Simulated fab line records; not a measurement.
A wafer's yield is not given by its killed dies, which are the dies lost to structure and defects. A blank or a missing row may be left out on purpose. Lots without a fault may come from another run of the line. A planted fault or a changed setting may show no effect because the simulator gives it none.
Which tool was responsible? | flow berkeley cmos170 | 45 wafers from 15 lots sampled at 4 of the route's 331 steps

WHAT THE GAUGES READ, wafer by wafer
Not one reading of a measure or inspect step in the record can be checked against a usual standard deviation.

WHAT TOOL EACH LOT RAN ON (gives the tool, then ch and the chambers of the sampled wafers, and finally the start)
lot  | UCB170_PWELL_ETCH_14              | UCB170_WELLDRIVE_WET_ETCH_04   | UCB170_PVT_STRIP_08                  | UCB170_GATE_STRIP_16
L808 | rie diel-01 ch 1,2, day 3 16:23   | wet bench-01 ch 0, day 4 07:22 | -                                    | -
L807 | rie diel-03 ch 1,2,3, day 3 16:31 | wet bench-01 ch 2, day 4 07:22 | -                                    | -
L809 | rie diel-01 ch 0,3, day 4 02:46   | wet bench-04 ch 2, day 4 16:32 | -                                    | -
L816 | rie diel-03 ch 1,2, day 5 17:47   | wet bench-01 ch 1, day 6 11:32 | plasma asher-03 ch 0,1, day 8 11:12  | plasma asher-04 ch 0,1, day 8 21:44
L817 | rie diel-02 ch 0,1,3, day 5 17:53 | wet bench-01 ch 3, day 6 11:32 | plasma asher-02 ch 0,1, day 8 11:32  | plasma asher-01 ch 0,1, day 8 21:09
L819 | rie diel-03 ch 1,2, day 6 06:32   | wet bench-04 ch 3, day 7 03:58 | plasma asher-03 ch 0,1, day 9 01:28  | plasma asher-01 ch 0,1, day 9 12:37
L820 | rie diel-02 ch 0,1,2, day 6 06:34 | wet bench-04 ch 1, day 7 03:58 | plasma asher-02 ch 0,1, day 9 01:28  | plasma asher-02 ch 0,1, day 9 12:15
L818 | rie diel-01 ch 0,1, day 6 06:49   | wet bench-04 ch 2, day 7 03:58 | plasma asher-04 ch 0,1, day 9 01:20  | plasma asher-02 ch 0,1, day 9 12:51
L821 | rie diel-03 ch 0,2,3, day 6 12:37 | wet bench-03 ch 2, day 7 08:19 | plasma asher-04 ch 0, day 9 04:02    | plasma asher-04 ch 0,1, day 9 12:29
L823 | rie diel-02 ch 0,1,2, day 7 04:25 | wet bench-01 ch 3, day 8 01:31 | plasma asher-03 ch 0,1, day 9 18:33  | plasma asher-04 ch 0, day 10 05:46
L824 | rie diel-01 ch 0,1,2, day 7 04:41 | wet bench-01 ch 2, day 8 01:31 | plasma asher-04 ch 0,1, day 9 17:59  | plasma asher-04 ch 0,1, day 10 05:30
L822 | rie diel-03 ch 0,2, day 7 04:53   | wet bench-01 ch 2, day 8 01:31 | plasma asher-02 ch 0, day 9 18:42    | plasma asher-02 ch 0,1, day 10 05:37
L825 | rie diel-02 ch 1,2,3, day 7 11:29 | wet bench-01 ch 2, day 8 01:31 | plasma asher-04 ch 0,1, day 9 18:49  | plasma asher-01 ch 0,1, day 10 05:53
L827 | rie diel-03 ch 1,2,3, day 7 20:15 | wet bench-03 ch 3, day 8 11:28 | plasma asher-03 ch 0,1, day 10 02:53 | plasma asher-02 ch 0,1, day 10 12:23
L826 | rie diel-01 ch 0,2, day 7 20:49   | wet bench-03 ch 2, day 8 11:28 | plasma asher-04 ch 0,1, day 10 02:36 | plasma asher-01 ch 0,1, day 10 12:06
- UCB170_PWELL_ETCH_14: etches Si3N4 in CH3F/Ar/O2, stops on SiO2, target depth 242 nm, time 151 s.
- UCB170_WELLDRIVE_WET_ETCH_04: etches SiO2 in BOE, time 120 s.
- UCB170_PVT_STRIP_08: strips in O2.
- UCB170_GATE_STRIP_16: strips in O2.

WHAT THE TOOLS THEMSELVES READ (means of the sampled wafers that have a number; where no wafer has one, the mark that the record gives instead)
UCB170_PWELL_ETCH_14.
lot  | tool        | CH3F_flow_sccm (sccm) | O2_flow_sccm (sccm) | drypump motor current A (A) | mfc ar sccm (sccm) | oes product au (a.u.) | throttle valve pct (%)
L808 | rie diel-01 | 20.04                 | 6.999               | 5.0                         | 50.00              | 0.950                 | 8.15
L807 | rie diel-03 | 19.99                 | 6.988               | 6.4                         | 49.85              | 0.945                 | 8.13
L809 | rie diel-01 | 20.01                 | 7.002               | 5.8                         | 49.88              | 0.927                 | 7.93
L816 | rie diel-03 | 20.02                 | 7.000               | 6.3                         | 50.06              | 0.952                 | 8.23
L817 | rie diel-02 | 19.95                 | 7.010               | 5.7                         | 50.12              | 0.947                 | 8.18
L819 | rie diel-03 | 20.07                 | 6.974               | 6.3                         | 49.88              | 0.945                 | 8.22
L820 | rie diel-02 | 19.93                 | 7.007               | 5.3                         | 50.06              | 0.955                 | 8.07
L818 | rie diel-01 | 20.03                 | 7.014               | 5.6                         | 50.01              | 0.933                 | 7.99
L821 | rie diel-03 | 20.03                 | 6.979               | 6.4                         | 49.97              | 0.940                 | 8.13
L823 | rie diel-02 | 20.01                 | 6.982               | 5.3                         | 50.03              | 0.952                 | 8.06
L824 | rie diel-01 | 20.01                 | 7.004               | 5.3                         | 50.03              | 0.943                 | 8.07
L822 | rie diel-03 | 20.04                 | 7.017               | 6.2                         | 50.09              | 0.941                 | 8.18
L825 | rie diel-02 | 19.96                 | 7.014               | 5.4                         | 49.99              | 0.961                 | 8.15
L827 | rie diel-03 | 19.94                 | 7.007               | 6.4                         | 50.04              | 0.941                 | 8.13
L826 | rie diel-01 | 20.00                 | 6.981               | 5.3                         | 49.92              | 0.945                 | 8.07

UCB170_WELLDRIVE_WET_ETCH_04.
lot  | tool         | bath heat duty pct (%) | run length s (s)
L808 | wet bench-01 | -                      | -
L807 | wet bench-01 | -                      | -
L809 | wet bench-04 | -                      | -
L816 | wet bench-01 | 6.7                    | 146.2
L817 | wet bench-01 | 7.6                    | 145.5
L819 | wet bench-04 | 6.8                    | 143.9
L820 | wet bench-04 | 7.4                    | 144.2
L818 | wet bench-04 | 5.9                    | 144.2
L821 | wet bench-03 | 5.9                    | 143.6
L823 | wet bench-01 | 7.2                    | 145.7
L824 | wet bench-01 | 5.8                    | 146.9
L822 | wet bench-01 | 6.1                    | 146.8
L825 | wet bench-01 | 5.8                    | 147.0
L827 | wet bench-03 | 6.1                    | 146.6
L826 | wet bench-03 | 6.0                    | 144.9

UCB170_PVT_STRIP_08.
lot  | tool            | drypump motor current A (A) | oes product au (a.u.) | strip time to endpoint s (s)
L816 | plasma asher-03 | 6.1                         | 0.734                 | 21.58
L817 | plasma asher-02 | 5.6                         | 0.734                 | 21.57
L819 | plasma asher-03 | 6.1                         | 0.730                 | 21.58
L820 | plasma asher-02 | 5.4                         | 0.736                 | 21.69
L818 | plasma asher-04 | 5.4                         | 0.732                 | 21.68
L821 | plasma asher-04 | 5.7                         | 0.738                 | 21.64
L823 | plasma asher-03 | 5.9                         | 0.733                 | 21.61
L824 | plasma asher-04 | 5.5                         | 0.734                 | 21.66
L822 | plasma asher-02 | 5.2                         | 0.730                 | 21.70
L825 | plasma asher-04 | 5.5                         | 0.734                 | 21.74
L827 | plasma asher-03 | 6.1                         | 0.738                 | 21.68
L826 | plasma asher-04 | 5.5                         | 0.736                 | 21.64

UCB170_GATE_STRIP_16.
lot  | tool            | drypump motor current A (A) | oes product au (a.u.)
L816 | plasma asher-04 | 5.5                         | 0.728
L817 | plasma asher-01 | 5.9                         | 0.726
L819 | plasma asher-01 | 5.4                         | 0.725
L820 | plasma asher-02 | 5.4                         | 0.726
L818 | plasma asher-02 | 5.6                         | 0.722
L821 | plasma asher-04 | 5.5                         | 0.725
L823 | plasma asher-04 | 5.7                         | 0.723
L824 | plasma asher-04 | 5.5                         | 0.726
L822 | plasma asher-02 | 5.6                         | 0.722
L825 | plasma asher-01 | 5.9                         | 0.726
L827 | plasma asher-02 | 5.6                         | 0.723
L826 | plasma asher-01 | 5.9                         | 0.722

THE ANSWER, worked out from the rows above alone
Rule: the usual values come from the lots themselves. Put in order of their means at a reading, lots are off if they are a third of the lots or fewer, leave a main group of 4 or more, and stand apart from it by a gap of 3 or more times the standard deviation of the main group's means; of several such gaps the widest counts. A main group whose means are all the same, to the digits that the tables above print for the reading, isn't used. A lot without any number at a reading at which 4 lots or more have one is off too. The other lots that the step has rows for count as sound. The gauges are gone through in route order, then the tools' own readings, and for those a lot's mean is taken as printed above. At the first step where some lot is off, the reading lying furthest off is the one used; lots without a number count as furthest.
Off: L808, L807, L809, at UCB170_WELLDRIVE_WET_ETCH_04 (bath heat duty pct). Without a number there: L808, L807, L809. The main group: mean 6.4 %, standard deviation 0.64.
If a tool, at that step or one of the process steps before it, ran each lot that is off and ran no sound lot following the first of them, it fits. None of those tried fits.

WHAT THE SIMULATOR PUT IN
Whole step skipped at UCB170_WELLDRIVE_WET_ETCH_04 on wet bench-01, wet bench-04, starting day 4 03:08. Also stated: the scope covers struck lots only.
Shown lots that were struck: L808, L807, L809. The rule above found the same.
